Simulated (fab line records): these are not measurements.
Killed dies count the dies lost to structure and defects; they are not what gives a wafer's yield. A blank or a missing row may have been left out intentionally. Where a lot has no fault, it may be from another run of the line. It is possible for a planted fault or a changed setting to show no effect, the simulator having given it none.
Problem report in the 8D (eight disciplines) form, filled by code | flow berkeley-cmos170 | the parts of the form that need people (team, actions taken, sign-off) are left out

1. THE PROBLEM
Wafers without a fault read 226.9 s, standard deviation 2.6; run-length-s at UCB170_SCREENOX_WET_ETCH_00 reads a mean of 126.2 s on 9 wafers belonging to 3 lots. Measured from the usual mean, that is -39 standard deviations.
The step: etches SiO2 in dHF, time 200 s.
Earliest sighting: wafer L401.2 on wet-bench-01 at day 7 04:05. At this step, 45 wafers from 15 lots have a number in the record. By rule, "out" or "out of limits" means more than 4 standard deviations away from the usual mean. Any other wafer with a number is counted as sound.

2. WHAT IT IS, WHAT IT ISN'T
question                    | is                     | is not
which readings at this step | run-length-s           | -
which lots                  | L401, L402, L403       | L396, L397, L398, L399, L400, L408, L409, L411, L412, L414, L415, L416
which wafers of those lots  | all that have a number | -
read on which tools         | wet-bench-01           | wet-bench-02
when                        | from day 7 04:05       | up to then (15 sound wafers); but 21 sound wafers of L408, L409, L411, L412, L414, L415, L416 came after

3. THE SUSPECTS, EACH WITH WHAT RULES IT OUT
Counting: any tool at a process step up to the reading is kept as a suspect provided that every lot that is out went through it and no sound lot did after the first of them.
- wet-bench-01 at UCB170_SCREENOX_WET_ETCH_00 (etches SiO2 in dHF, time 200 s): kept. It processed each lot that is out, first L401 at day 7 04:05, and no sound lot thereafter; up to then, the last sound lot it processed was L398 at day 6 14:35. Out on those wafers are its own readings of run-length-s.
Left after counting: wet-bench-01 at UCB170_SCREENOX_WET_ETCH_00.

4. THE CAUSE (what the simulator had put in)
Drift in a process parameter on wet-bench-01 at UCB170_SCREENOX_WET_ETCH_00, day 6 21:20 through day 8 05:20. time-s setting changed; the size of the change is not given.
Counting left only this tool.

5. THE CHAIN OF EFFECTS, in route order
One row per reading whose mean, taken over the struck wafers that have a number, lies over 3 standard deviations from the usual. Scope: only readings with a usual standard deviation given in the record; hours: median across lots of the time from each lot's start at the first step in this table that gives one to its start at this step; sigmas: change in usual standard deviations.
hours | step                        | reading      | usual   | on struck wafers | change | sigmas
0     | UCB170_SCREENOX_WET_ETCH_00 | run-length-s | 226.9 s | 126.2            | -100.7 | -39
The process steps in it:
- UCB170_SCREENOX_WET_ETCH_00: etches SiO2 in dHF, time 200 s.
At these later measuring or inspecting steps, every struck wafer for which the step has a row has a number for every such reading, and none has moved that far: UCB170_V2_CD_MEAS_12, UCB170_M3_CD_MEAS_90.

6. HOW IT WOULD HAVE BEEN CAUGHT EARLIER
First out-of-limits reading in this record: day 7 04:05, which is 7 hours after fault onset at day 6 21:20.
